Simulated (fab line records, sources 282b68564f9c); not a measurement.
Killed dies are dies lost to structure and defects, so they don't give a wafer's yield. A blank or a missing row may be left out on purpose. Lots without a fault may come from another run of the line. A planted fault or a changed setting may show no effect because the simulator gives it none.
fab line records | flow rit_cmos
record lots=6 wafers=18 last_day=7
route steps=202 shown ACTIVE@1 M1@202
lots that met no fault: from a run of the same line without faults
start_h: hours from the record's first day to the start of the lot's first wafer shown | wait_h: hours since the lot's step before | " the same as in the row above | L1.1+2: a row that stands for several wafers | - no value, or no start given | * or withheld: withheld | < > ~ a bound
route shown NAME@n: a module of which the file shows steps, and the number in the route of the first | usual: mean/standard deviation of fault-free wafers | same: alike in all rows | chamber/n: place in a boat | sites: the reading at each site | _std_site: their standard deviation | _edge_site: outer sites' mean less inner sites' | radius_mm: how far each site lies from the wafer's centre | mask NAME#n: copy n | behind: the tool/chamber that last shaped the wafer | hold: why the lot was held/for how many hours/how that ended | device: the transistor (n, p or np) that didn't switch | end of line: the same wafers' tests at the end of the route | a step without rows: its recipe alone | killed: dies lost to structure and defects at the first sort, not the wafer's yield | map: a wafer's dies, x killed, . not, _ none there
set.NAME: the setting as run; set.NAME@STEP: as run at that earlier step | model.NAME: the simulator's own value behind a step, which no gauge read
lots at some steps of the route; a table a step, a row a wafer
## steps
# step RIT_ACTIVE_BOW_MEAS_00
# recipe mode=bow
# usual INCOMING_BOW=0/6.2
# columns lot.wafer tool chamber start_h wait_h INCOMING_BOW[um]
L254.1 film_metro-02 - 20.00 - -6
L254.4 " - " " -11
L254.6 " - " " -5
L262.1 film_metro-02 - 60.00 - -7
L262.3 " - " " -3
L262.5 " - " " 13
L266.1 film_metro-02 - 80.00 - -4
L266.2 " - " " -9
L266.5 " - " " 2
L267.3 film_metro-02 - 85.04 - -5
L267.4 " - " " -7
L267.5 " - " " -2
L271.2 film_metro-03 - 105.02 - -6
L271.4 " - " " -7
L271.5 " - " " 5
L273.2 film_metro-01 - 115.02 - -1
L273.3 " - " " 8
L273.6 " - " " 3
# step RIT_ACTIVE_OXIDATION_01
# recipe temp_c=1000 ambient=O2 target_thk_a=468 ox_time_s=3360
# step RIT_ACTIVE_THK_MEAS_02
# recipe reads=SiO2_of_ACTIVE_OXIDATION_01
# usual ACTIVE_OXIDE_THK=46.6/0.79
# columns lot.wafer tool chamber start_h wait_h ACTIVE_OXIDE_THK[nm]
L254.1 film_metro-03 - 22.06 0.0 46.1
L254.4 " - " " 46.9
L254.6 " - " " 46.9
L262.1 film_metro-02 - 62.05 0.0 46.2
L262.3 " - " " 46.5
L262.5 " - " " 46.6
L266.1 film_metro-01 - 82.05 0.0 46.4
L266.2 " - " " 46.0
L266.5 " - " " 47.4
L267.3 film_metro-01 - 87.40 0.0 47.5
L267.4 " - " " 48.2
L267.5 " - " " 48.2
L271.2 film_metro-02 - 107.06 0.0 45.3
L271.4 " - " " 45.4
L271.5 " - " " 45.9
L273.2 film_metro-03 - 117.06 0.0 46.1
L273.3 " - " " 46.8
L273.6 " - " " 47.5
# step RIT_ACTIVE_CVD_03
# recipe material=Si3N4 target_thk_nm=150 temp_c=810 precursor=SiH2Cl2/NH3 time_s=1500 pressure_mtorr=300 sih2cl2_flow_sccm=60 nh3_flow_sccm=150
# step RIT_ACTIVE_THK_MEAS_04
# recipe reads=Si3N4_of_ACTIVE_CVD_03
# usual ACTIVE_NITRIDE_THK=150.0/1.7
# columns lot.wafer tool chamber start_h wait_h ACTIVE_NITRIDE_THK[nm]
L254.1 film_metro-01 - 23.54 0.0 150.3
L254.4 " - " " 149.9
L254.6 " - " " 149.2
L262.1 film_metro-01 - 63.53 0.0 150.8
L262.3 " - " " 151.7
L262.5 " - " " 152.2
L266.1 film_metro-03 - 83.53 0.0 152.7
L266.2 " - " " 151.0
L266.5 " - " " 151.2
L267.3 film_metro-02 - 88.88 0.0 153.1
L267.4 " - " " 151.8
L267.5 " - " " 152.0
L271.2 film_metro-02 - 108.54 0.0 149.1
L271.4 " - " " 147.1
L271.5 " - " " 149.3
L273.2 film_metro-02 - 118.54 0.0 149.3
L273.3 " - " " 149.7
L273.6 " - " " 148.4
# step RIT_ACTIVE_HMDS_05
# recipe prime_time_s=60 prime_temp_c=140
# step RIT_ACTIVE_COAT_06
# recipe resist=NOVOLAK spin_rpm=3250 resist_thk_nm=1000
# step RIT_ACTIVE_SOFTBAKE_07
# recipe resist=NOVOLAK temp_c=90 time_s=58.26
# usual heater_power_total_W=34.86/0.055 plate_temp_C=89.98/0.11
# columns lot.wafer tool chamber start_h wait_h heater_power_total_W plate_temp_C model.NOVOLAK_of_ACTIVE_COAT_06.thk_nm
L254.1 litho_track-02 0 23.90 0.1 34.85 89.95 999.9
L254.4 " 0 " " 34.79 89.94 999.2
L254.6 " 0 " " 34.95 90.08 997.3
L262.1 litho_track-04 0 63.95 0.1 34.95 90.02 1005
L262.3 " 0 " " 34.79 90.01 1000
L262.5 " 0 " " 34.84 90.03 1003
L266.1 litho_track-04 0 83.89 0.1 37.22 94.42 993.3
L266.2 " 0 " " 37.20 94.38 988.8
L266.5 " 0 " " 37.29 94.39 990.5
L267.3 litho_track-01 0 89.27 0.1 34.80 89.88 999.1
L267.4 " 0 " " 34.94 89.91 999.7
L267.5 " 0 " " 34.88 90.00 1001
L271.2 litho_track-04 0 108.92 0.1 37.21 94.39 994.1
L271.4 " 0 " " 37.25 94.25 990.6
L271.5 " 0 " " 37.24 94.27 994.3
L273.2 litho_track-02 0 118.92 0.1 34.77 89.86 1003
L273.3 " 0 " " 34.89 89.92 1002
L273.6 " 0 " " 34.82 89.90 1003
# step RIT_ACTIVE_EXPOSE_08
# recipe mask_id=M1 na=0.6 source_shape=conventional sigma_outer=0.6 target_cd_nm=1400 dose_mj=225
# step RIT_ACTIVE_PEB_09
# recipe resist=NOVOLAK temp_c=withheld time_s=withheld
# step RIT_ACTIVE_DEVELOP_10
# recipe resist=NOVOLAK develop_time_s=50 dev_temp_c=23
# columns lot.wafer tool chamber start_h wait_h model.NOVOLAK_of_ACTIVE_COAT_06.thk_nm
L254.1 litho_track-01 0 - - 1000
L254.4 " 0 " " 999.4
L254.6 " 0 " " 997.5
L262.1 litho_track-01 0 - - 1005
L262.3 " 0 " " 1000
L262.5 " 0 " " 1003
L266.1 litho_track-01 0 - - 993
L266.2 " 0 " " 988.4
L266.5 " 0 " " 990.2
L267.3 litho_track-04 0 - - 999.3
L267.4 " 0 " " 999.9
L267.5 " 0 " " 1001
L271.2 litho_track-04 0 - - 993.8
L271.4 " 0 " " 990.2
L271.5 " 0 " " 994
L273.2+6 litho_track-02 0 - - 1003
L273.3 " 0 " " 1002
# step RIT_ACTIVE_CD_MEAS_11
# recipe target_cd_nm=1400
# usual cd_nm=1399.7/2.3
# columns lot.wafer tool chamber start_h wait_h cd_nm
L254.1 cd_sem-01 - 24.45 - 1398.5
L254.4 " - " " 1397.0
L254.6 " - " " 1396.1
L262.1 cd_sem-02 - 64.63 - 1400.0
L262.3 " - " " 1400.1
L262.5 " - " " 1399.3
L266.1 cd_sem-02 - 84.44 - 1404.3
L266.2 " - " " 1403.1
L266.5 " - " " 1401.6
L267.3 cd_sem-02 - 89.93 - 1400.4
L267.4 " - " " 1400.7
L267.5 " - " " 1400.5
L271.2 cd_sem-02 - 109.58 - 1400.5
L271.4 " - " " 1402.2
L271.5 " - " " 1401.6
L273.2 cd_sem-02 - 119.58 - 1400.1
L273.3 " - " " 1400.3
L273.6 " - " " 1400.0
# step RIT_M1_PROBE_99
# usual killed_at_M0_to_M3=0.0/0.12 killed_at_front_end=7/3.2 killed_dies=7/3.2 killed_open=3.6/2.1 killed_short=3.5/2.1
# same gross_dies=264 killed_at_M4_up=0 killed_at_back_side=0 killed_at_contacts=0 killed_at_other=0
# columns lot.wafer tool chamber start_h wait_h killed_at_M0_to_M3 killed_at_front_end killed_dies killed_open killed_short
L254.1 prober-01 - 73.67 0.1 0 11 11 9 2
L254.4 prober-01 - 73.82 0.2 1 2 3 0 3
L254.6 prober-01 - 73.92 0.2 0 12 12 5 6
L262.1 prober-02 - 106.72 0.1 0 12 12 5 7
L262.3 prober-02 - 106.82 0.2 0 8 8 3 5
L262.5 prober-02 - 106.92 0.2 0 5 5 3 2
L266.1 prober-02 - 129.70 0.1 0 7 7 4 3
L266.2 prober-02 - 129.75 0.1 0 7 7 4 3
L266.5 prober-02 - 129.90 0.2 0 5 5 3 2
L267.3 prober-01 - 132.92 0.2 0 7 7 4 3
L267.4 prober-01 - 132.97 0.2 0 7 7 2 5
L267.5 prober-01 - 133.02 0.2 0 10 10 4 6
L271.2 prober-01 - 154.94 0.1 0 6 6 5 1
L271.4 prober-01 - 155.04 0.2 0 6 6 2 4
L271.5 prober-01 - 155.09 0.2 0 6 6 4 2
L273.2 prober-01 - 162.17 0.1 0 7 7 2 5
L273.3 prober-01 - 162.22 0.2 0 8 8 4 4
L273.6 prober-01 - 162.37 0.2 0 7 7 4 3
# killed by level:class
L254.1 REOX:geometric_particle:open=3 FOX1:geometric_particle:open=2 GATE:geometric_particle:open=2 FOX2:geometric_particle:open=1 GATE:geometric_particle:short=1 SPACER:geometric_particle:short=1 SILICIDE:geometric_particle:open=1
L254.4 GATE:geometric_particle:short=1 SPACER:geometric_particle:short=1 M1:geometric_particle:short=1
L254.6 GATE:geometric_particle:short=3 GATE:geometric_particle:open=3 REOX:geometric_particle:open=2 SILICIDE:geometric_particle:short=2 FOX2:geometric_particle:short=1 PLDD:coat_microbubble_printed=1
L262.1 FOX1:geometric_particle:short=2 GATE:geometric_particle:open=2 REOX:geometric_particle:open=2 SILICIDE:geometric_particle:short=2 FOX2:geometric_particle:short=1 GATE:geometric_particle:short=1 SPACER:geometric_particle:short=1 SILICIDE:geometric_particle:open=1
L262.3 GATE:geometric_particle:short=2 FOX1:geometric_particle:open=1 FOX1:geometric_particle:short=1 GATE:geometric_particle:open=1 REOX:geometric_particle:open=1 REOX:geometric_particle:short=1 SPACER:geometric_particle:short=1
L262.5 FOX1:geometric_particle:short=2 FOX1:geometric_particle:open=1 REOX:geometric_particle:open=1 SILICIDE:geometric_particle:open=1
L266.1 REOX:geometric_particle:open=3 REOX:geometric_particle:short=2 GATE:geometric_particle:short=1 SILICIDE:geometric_particle:open=1
L266.2 GATE:geometric_particle:open=3 SILICIDE:geometric_particle:short=2 FOX2:geometric_particle:open=1 FOX2:geometric_particle:short=1
L266.5 GATE:geometric_particle:open=2 GATE:geometric_particle:short=1 REOX:geometric_particle:short=1 SILICIDE:geometric_particle:open=1
L267.3 GATE:geometric_particle:short=3 GATE:geometric_particle:open=3 SILICIDE:geometric_particle:open=1
L267.4 GATE:geometric_particle:short=5 FOX1:geometric_particle:open=2
L267.5 GATE:geometric_particle:short=4 GATE:geometric_particle:open=2 FOX2:geometric_particle:open=1 REOX:geometric_particle:open=1 REOX:geometric_particle:short=1 SPACER:geometric_particle:short=1
L271.2 FOX1:geometric_particle:open=2 FOX2:geometric_particle:open=1 FOX2:geometric_particle:short=1 GATE:geometric_particle:open=1 SPACER:geometric_particle:open=1
L271.4 FOX1:geometric_particle:open=1 FOX1:geometric_particle:short=1 FOX2:geometric_particle:short=1 REOX:geometric_particle:short=1 SILICIDE:geometric_particle:open=1 SILICIDE:geometric_particle:short=1
L271.5 FOX1:geometric_particle:open=2 FOX1:geometric_particle:short=1 GATE:geometric_particle:short=1 SPACER:geometric_particle:open=1 SILICIDE:geometric_particle:open=1
L273.2 FOX1:geometric_particle:short=3 GATE:geometric_particle:short=1 GATE:geometric_particle:open=1 SILICIDE:geometric_particle:open=1 SILICIDE:geometric_particle:short=1
L273.3 GATE:geometric_particle:open=4 SILICIDE:geometric_particle:short=2 GATE:geometric_particle:short=1 SPACER:geometric_particle:short=1
L273.6 GATE:geometric_particle:short=2 FOX1:geometric_particle:open=1 GATE:geometric_particle:open=1 REOX:geometric_particle:open=1 SPACER:geometric_particle:short=1 SILICIDE:geometric_particle:open=1
## key
first_sign step=RIT_ACTIVE_SOFTBAKE_07 reading=heater_power_total_W direction=up sigmas=43 usual=34.86 struck=37.24
effect step=RIT_ACTIVE_SOFTBAKE_07 reading=plate_temp_C direction=up sigmas=39 usual=* struck=*
model_effect step=RIT_ACTIVE_SOFTBAKE_07 value=NOVOLAK_of_ACTIVE_COAT_06.thk_nm without=1003 struck=991.9
model_effect step=RIT_ACTIVE_DEVELOP_10 value=NOVOLAK_of_ACTIVE_COAT_06.thk_nm without=1003 struck=991.6
met_at RIT_ACTIVE_SOFTBAKE_07
struck_wafers L266.1,L266.2,L266.5,L271.2,L271.4,L271.5
tester_left_out L266,L271
loop_trim step=RIT_ACTIVE_EXPOSE_08 setting=dose lots=L271
onset_between 63.95 83.89
fault kind=process_parameter_drift tool=litho_track-04 chamber=- onset_h=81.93 steps=RIT_ACTIVE_SOFTBAKE_07 channel=temp_c offset=* shape=step end_h=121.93 acts_in=* stated=*
# tester_left_out: of these lots the tester's yield and bins aren't shown, on N5 and GAA mostly nor the transistor test; their killed dies are dies lost to structure and defects alone, not to doping, threshold or leakage, so they don't give the yield
# loop_trim: a control loop set the setting to another value than it would have without faults
